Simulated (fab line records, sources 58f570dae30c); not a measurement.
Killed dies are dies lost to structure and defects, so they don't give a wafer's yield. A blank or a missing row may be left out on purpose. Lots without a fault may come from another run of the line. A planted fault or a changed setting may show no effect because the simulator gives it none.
Split-lot experiment | flow berkeley_cmos170 | 5 lots, 23 wafers read, on a route of 331 steps

THE SPLIT
At UCB170_PFIELD_IMPLANT_07, the setting energy_kev was moved away from the recipe's 80 on 4 of the 23 wafers read, by -2.1% to +1.8%. The other wafers ran this setting at the recipe's value.

The reading is taken at the split's own step.

THE READING
implant.drp_nm (the simulator's own value, which no gauge read), in nm, at UCB170_PFIELD_IMPLANT_07. The file gives no usual value for it.

wafer  | tool, chamber at the split | energy_kev as run | against the recipe | implant.drp_nm, nm | against lot-mates on the recipe
L078.1 | implanter-03, 0            | 81.43             | +1.8%              | 75.49              | +0.63
L078.2 | implanter-03, 0            | 81.43             | +1.8%              | 75.49              | +0.63
L078.3 | implanter-03, 0            | 80                | recipe             | 74.86              | -
L078.5 | implanter-03, 0            | 80                | recipe             | 74.86              | -
L078.6 | implanter-03, 0            | 80                | recipe             | 74.86              | -
L077.1 | implanter-04, 0            | 80                | recipe             | 74.86              | -
L077.3 | implanter-04, 0            | 80                | recipe             | 74.86              | -
L077.6 | implanter-04, 0            | 80                | recipe             | 74.86              | -
L079.1 | implanter-03, 0            | 80                | recipe             | 74.86              | -
L079.2 | implanter-03, 0            | 80                | recipe             | 74.86              | -
L079.3 | implanter-03, 0            | 80                | recipe             | 74.86              | -
L079.4 | implanter-03, 0            | 80                | recipe             | 74.86              | -
L079.6 | implanter-03, 0            | 80                | recipe             | 74.86              | -
L081.1 | implanter-04, 0            | 80                | recipe             | 74.86              | -
L081.3 | implanter-04, 0            | 80                | recipe             | 74.86              | -
L081.4 | implanter-04, 0            | 80                | recipe             | 74.86              | -
L081.5 | implanter-04, 0            | 78.31             | -2.1%              | 74.09              | -0.77
L081.6 | implanter-04, 0            | 78.31             | -2.1%              | 74.09              | -0.77
L083.1 | implanter-03, 0            | 80                | recipe             | 74.86              | -
L083.3 | implanter-03, 0            | 80                | recipe             | 74.86              | -
L083.4 | implanter-03, 0            | 80                | recipe             | 74.86              | -
L083.5 | implanter-03, 0            | 80                | recipe             | 74.86              | -
L083.6 | implanter-03, 0            | 80                | recipe             | 74.86              | -

THE FIT
A straight line over all 23 wafers: implant.drp_nm changes by +0.359 nm for each +1% of energy_kev; r = +1.00; the points scatter about the line by 0.0046 nm.
The same after taking each lot's own level away (the mean of its wafers on the recipe; 23 wafers): +0.359 nm for each +1%; r = +1.00; scatter 0.0046 nm.
On that fit, the largest move of energy_kev shifts the reading by 0.76 nm.
The lots' own levels span 74.860 to 74.860 nm.
So the lot-to-lot level changes the slope little: the two slopes agree.
Check: with one of the wafers moved furthest among these (-2.1%) left out of the fit, the line predicts -0.757 nm for it against its lot-mates. It came out at -0.77 nm against them.

OTHER SPLITS ON THESE WAFERS
These wafers also went through other splits before the reading. Each is held against what the fit with the lots' levels taken away leaves over:
other split on the same wafers      | wafers away from the commonest value | r with implant.drp_nm (lot level and that fit taken away)
UCB170_NWELL_CVD_04 pressure_mtorr  | 18                                   | -0.37
UCB170_NWELL_DEVELOP_11 dev_temp_c  | 10                                   | -0.20
UCB170_PWELL_CVD_05 pressure_mtorr  | 18                                   | +0.30
UCB170_PWELL_IMPLANT_15 energy_kev  | 11                                   | +0.17
UCB170_ACTIVE_COAT_08 resist_thk_nm | 8                                    | +0.15
UCB170_ACTIVE_ETCH_15 rf_w          | 5                                    | -0.27

THE FILE'S OWN FIT
implant.drp_nm changes by +0.359 nm for each +1% of energy_kev, r = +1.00.
